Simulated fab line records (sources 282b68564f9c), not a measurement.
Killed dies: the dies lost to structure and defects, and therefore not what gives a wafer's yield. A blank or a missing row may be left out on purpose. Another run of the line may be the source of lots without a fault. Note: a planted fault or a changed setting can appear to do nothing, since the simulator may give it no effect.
Split-lot study | flow rit cmos | on a route of 202 steps: 5 lots, 23 wafers read

== ABOUT THE SPLIT ==
At RIT_NRETRO_COAT_01 (resist thk 1300 nm), the setting resist thk nm was moved away from the recipe's 1300 nm on 11 of the 23 wafers read, by -4.4% to +5.3%. For the rest of the wafers, this setting stayed at what the recipe calls for.

== FROM THE SPLIT TO THE READING: what the file shows between them, 3 steps ==
- RIT_NRETRO_SOFTBAKE_02: time 60 s
- RIT_NRETRO_EXPOSE_03: exposes mask M4, target cd 43900 nm
- RIT_NRETRO_DEVELOP_05: develop time 68 s

== THE READING ==
NOVOLAK_of_NRETRO_COAT_01.thk nm (the simulator's own value, which no gauge read), in nm, at RIT_NRETRO_HARDBAKE_07 (time 120 s). There is no usual value for it anywhere in the file. Here, 12 wafers ran the recipe; their average is 1136 nm with a standard deviation of 3.1 nm.

wafer  | tool, chamber at the split | resist thk nm as run, nm | against the recipe | NOVOLAK_of_NRETRO_COAT_01.thk nm, nm | against lot-mates on the recipe
L075.1 | litho track-04, 0          | 1320                     | +1.5%              | 1156                                 | +20
L075.2 | litho track-04, 0          | 1320                     | +1.5%              | 1152                                 | +16
L075.3 | litho track-04, 0          | 1300                     | recipe             | 1136                                 | -
L075.5 | litho track-04, 0          | 1300                     | recipe             | 1135                                 | -
L075.6 | litho track-04, 0          | 1320                     | +1.5%              | 1153                                 | +18
L076.1 | litho track-03, 0          | 1369                     | +5.3%              | 1187                                 | +56
L076.3 | litho track-03, 0          | 1300                     | recipe             | 1129                                 | -
L076.4 | litho track-03, 0          | 1369                     | +5.3%              | 1189                                 | +58
L076.5 | litho track-03, 0          | 1369                     | +5.3%              | 1191                                 | +60
L076.6 | litho track-03, 0          | 1300                     | recipe             | 1134                                 | -
L078.1 | litho track-03, 0          | 1257                     | -3.3%              | 1097                                 | -40
L078.2 | litho track-03, 0          | 1300                     | recipe             | 1136                                 | -
L078.3 | litho track-03, 0          | 1300                     | recipe             | 1137                                 | -
L078.5 | litho track-03, 0          | 1257                     | -3.3%              | 1096                                 | -40
L078.6 | litho track-03, 0          | 1257                     | -3.3%              | 1095                                 | -42
L079.1 | litho track-04, 0          | 1300                     | recipe             | 1139                                 | -
L079.4 | litho track-04, 0          | 1300                     | recipe             | 1141                                 | -
L079.5 | litho track-04, 0          | 1300                     | recipe             | 1140                                 | -
L084.1 | litho track-02, 0          | 1300                     | recipe             | 1139                                 | -
L084.2 | litho track-02, 0          | 1300                     | recipe             | 1134                                 | -
L084.3 | litho track-02, 0          | 1300                     | recipe             | 1137                                 | -
L084.4 | litho track-02, 0          | 1243                     | -4.4%              | 1092                                 | -45
L084.6 | litho track-02, 0          | 1243                     | -4.4%              | 1091                                 | -46

THE FIT
A straight line over all 23 wafers: NOVOLAK_of_NRETRO_COAT_01.thk nm changes by +10.5 nm for each +1% of resist thk nm; r = +0.99; the points scatter about the line by 3.4 nm.
The same after taking each lot's own level away (the mean of its wafers on the recipe; 23 wafers): +11 nm for each +1%; r = +1.00; scatter 2.4 nm.
According to that fit, moving resist thk nm by its largest amount changes the reading by 59 nm.
The lots' own levels span 1131.5 to 1140.0 nm, that is 2.7 times the standard deviation above.
Hence the lot-to-lot level has little effect on the slope; both slopes agree.
Check: with one of the wafers moved furthest among these (+5.3%) left out of the fit, the line predicts +59.1 nm for it against its lot-mates. It came out at +55.5 nm against them.

== THESE WAFERS: OTHER SPLITS ==
These wafers also went through other splits before the reading. Each is held against what the fit with the lots' levels taken away leaves over:
other split on the same wafers    | wafers away from the commonest value | r with NOVOLAK_of_NRETRO_COAT_01.thk nm (lot level and that fit taken away)
RIT_ACTIVE_OXIDATION_01 ox time s | 18                                   | +0.33
RIT_ACTIVE_COAT_06 resist thk nm  | 9                                    | +0.45
RIT_FOX2_OXIDATION_00 temp c      | 10                                   | +0.42
RIT_FOX2_WET_ETCH_03 time s       | 10                                   | -0.53
RIT_NWELL_IMPLANT_08 energy kev   | 8                                    | -0.04
RIT_PWELL_COAT_01 spin rpm        | 9                                    | -0.30
RIT_PWELL_IMPLANT_08 dose cm2     | 7                                    | -0.03

== THE WHOLE CHAIN: every reading that the file lists as answering this split, in the file's order ==
step                   | what it does       | reading                                                                           | change (the file's fit)              | r (the file's)
RIT_NRETRO_COAT_01     | resist thk 1300 nm | NOVOLAK_of_NRETRO_COAT_01.thk nm (the simulator's own value, which no gauge read) | +12.8 nm for each +1% of the setting | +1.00
RIT_NRETRO_HARDBAKE_07 | time 120 s         | NOVOLAK_of_NRETRO_COAT_01.thk nm (the simulator's own value, which no gauge read) | +11 nm for each +1% of the setting   | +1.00

== THE FILE'S OWN FIT ==
NOVOLAK_of_NRETRO_COAT_01.thk nm changes by +11 nm for each +1% of resist thk nm, r = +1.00.
